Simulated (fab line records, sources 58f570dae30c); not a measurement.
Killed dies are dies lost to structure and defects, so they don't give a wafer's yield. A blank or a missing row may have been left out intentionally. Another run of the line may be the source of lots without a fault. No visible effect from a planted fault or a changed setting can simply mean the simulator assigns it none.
Split-lot experiment + flow berkeley cmos170 + 27 wafers read from 5 lots, route of 331 steps

## ABOUT THE SPLIT
At UCB170_M2_SPUTTER_01 (material Al, target thk 900 nm, time 120 s), the setting time s was moved away from the recipe's 120 s on 12 of the 27 wafers read, by -57.6% to +55.3%. For the rest of the wafers, this setting stayed at what the recipe calls for.

## FROM THE SPLIT TO THE READING: what the file shows between them, 5 steps
- UCB170_M2_RS_MEAS_02: measures by four-point-probe
- UCB170_M2_THK_MEAS_03: measures by xrf
- UCB170_M2_HMDS_04: prime time 60 s
- UCB170_M2_COAT_05: resist thk 900 nm
- UCB170_M2_ETCH_17: etches BARC in N2/H2

## THE READING
oes product au, in a.u., at UCB170_M2_METAL_ETCH_18 (etches Al in Cl2/BCl3, stops on SiO2, target depth 1170 nm, time 195 s). Fault-free wafers of this fab line usually give 0.853 a.u., standard deviation 0.013 a.u.

| wafer  | tool, chamber at the split | time s as run, s | against the recipe | oes product au, a.u. | against lot-mates on the recipe |
|--------|----------------------------|------------------|--------------------|----------------------|---------------------------------|
| L075.1 | pvd sputter-02, -          | 186.4            | +55.3%             | 0.982                | +0.134                          |
| L075.2 | pvd sputter-02, -          | 120              | recipe             | 0.849                | -                               |
| L075.3 | pvd sputter-02, -          | 120              | recipe             | 0.856                | -                               |
| L075.4 | pvd sputter-02, -          | 186.4            | +55.3%             | 0.984                | +0.136                          |
| L075.5 | pvd sputter-02, -          | 120              | recipe             | 0.838                | -                               |
| L075.6 | pvd sputter-02, -          | 186.4            | +55.3%             | 0.990                | +0.142                          |
| L076.1 | pvd sputter-02, -          | 120              | recipe             | 0.851                | -                               |
| L076.3 | pvd sputter-02, -          | 120              | recipe             | 0.831                | -                               |
| L076.6 | pvd sputter-02, -          | 120              | recipe             | 0.852                | -                               |
| L080.1 | pvd sputter-04, -          | 120              | recipe             | 0.832                | -                               |
| L080.2 | pvd sputter-04, -          | 178.9            | +49.1%             | 1.003                | +0.167                          |
| L080.3 | pvd sputter-04, -          | 120              | recipe             | 0.828                | -                               |
| L080.4 | pvd sputter-04, -          | 178.9            | +49.1%             | 0.998                | +0.162                          |
| L080.5 | pvd sputter-04, -          | 178.9            | +49.1%             | 0.964                | +0.128                          |
| L080.6 | pvd sputter-04, -          | 120              | recipe             | 0.848                | -                               |
| L082.1 | pvd sputter-03, -          | 120              | recipe             | 0.871                | -                               |
| L082.2 | pvd sputter-03, -          | 93.57            | -22.0%             | 0.776                | -0.098                          |
| L082.3 | pvd sputter-03, -          | 93.57            | -22.0%             | 0.766                | -0.108                          |
| L082.4 | pvd sputter-03, -          | 120              | recipe             | 0.874                | -                               |
| L082.5 | pvd sputter-03, -          | 93.57            | -22.0%             | 0.763                | -0.111                          |
| L082.6 | pvd sputter-03, -          | 120              | recipe             | 0.878                | -                               |
| L085.1 | pvd sputter-03, -          | 120              | recipe             | 0.852                | -                               |
| L085.2 | pvd sputter-03, -          | 120              | recipe             | 0.857                | -                               |
| L085.3 | pvd sputter-03, -          | 120              | recipe             | 0.862                | -                               |
| L085.4 | pvd sputter-03, -          | 50.93            | -57.6%             | 0.580                | -0.277                          |
| L085.5 | pvd sputter-03, -          | 50.93            | -57.6%             | 0.575                | -0.282                          |
| L085.6 | pvd sputter-03, -          | 50.93            | -57.6%             | 0.601                | -0.256                          |

THE FIT
A straight line over all 27 wafers: oes product au changes by +0.00342 a.u. for each +1% of time s; r = +0.97; the points scatter about the line by 0.03 a.u.
The same after taking each lot's own level away (the mean of its wafers on the recipe; 27 wafers): +0.00362 a.u. for each +1%; r = +0.97; scatter 0.028 a.u.
Per that fit: largest time s move, reading shift of 0.21 a.u.
Measured against the standard deviation above, the lots' own levels, which go from 0.8360 to 0.8743 a.u., span 2.9 times it.
So the lot-to-lot level changes the slope little: the two slopes agree.
Check: -0.218 a.u. against its lot-mates is what the line predicts for one of the wafers moved furthest among these (-57.6%) when that wafer is left out of the fit. It came out at -0.277 a.u. against them.

## OTHER SPLITS ON THESE WAFERS
Before the reading, these wafers also passed through other splits. Each is held against what the fit with the lots' levels taken away leaves over:
| other split on the same wafers         | wafers away from the commonest value | r with oes product au (lot level and that fit taken away) |
|----------------------------------------|--------------------------------------|-----------------------------------------------------------|
| UCB170_NWELL_OXIDATION_01 ox time s    | 18                                   | +0.08                                                     |
| UCB170_SCREENOX_OXIDATION_01 ox time s | 21                                   | +0.28                                                     |
| UCB170_SILICIDE_SPUTTER_01 time s      | 12                                   | -0.10                                                     |
| UCB170_CONTACT_ETCH_18 time s          | 6                                    | -0.26                                                     |

## THE WHOLE CHAIN: every reading that the file lists as answering this split, in the file's order
| step                    | what it does                                                           | reading                                                                     | change (the file's fit)                                                                 | r (the file's) |
|-------------------------|------------------------------------------------------------------------|-----------------------------------------------------------------------------|-----------------------------------------------------------------------------------------|----------------|
| UCB170_M2_SPUTTER_01    | material Al, target thk 900 nm, time 120 s                             | Al_of_M2_SPUTTER_01.thk nm (the simulator's own value, which no gauge read) | +9.08 nm for each +1% of the setting                                                    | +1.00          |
| UCB170_M2_RS_MEAS_02    | measures by four-point-probe                                           | M2_AL_RS                                                                    | not straight: 0.0757 at the lowest setting, 0.0323 at the recipe, 0.0209 at the highest | not given      |
| UCB170_M2_THK_MEAS_03   | measures by xrf                                                        | M2_AL_THK                                                                   | +9.2 for each +1% of the setting                                                        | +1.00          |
| UCB170_M2_METAL_ETCH_18 | etches Al in Cl2/BCl3, stops on SiO2, target depth 1170 nm, time 195 s | oes product au                                                              | +0.00357 a.u. for each +1% of the setting                                               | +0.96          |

## FILE'S OWN FIT
oes product au changes by +0.00357 a.u. for each +1% of time s, r = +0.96.
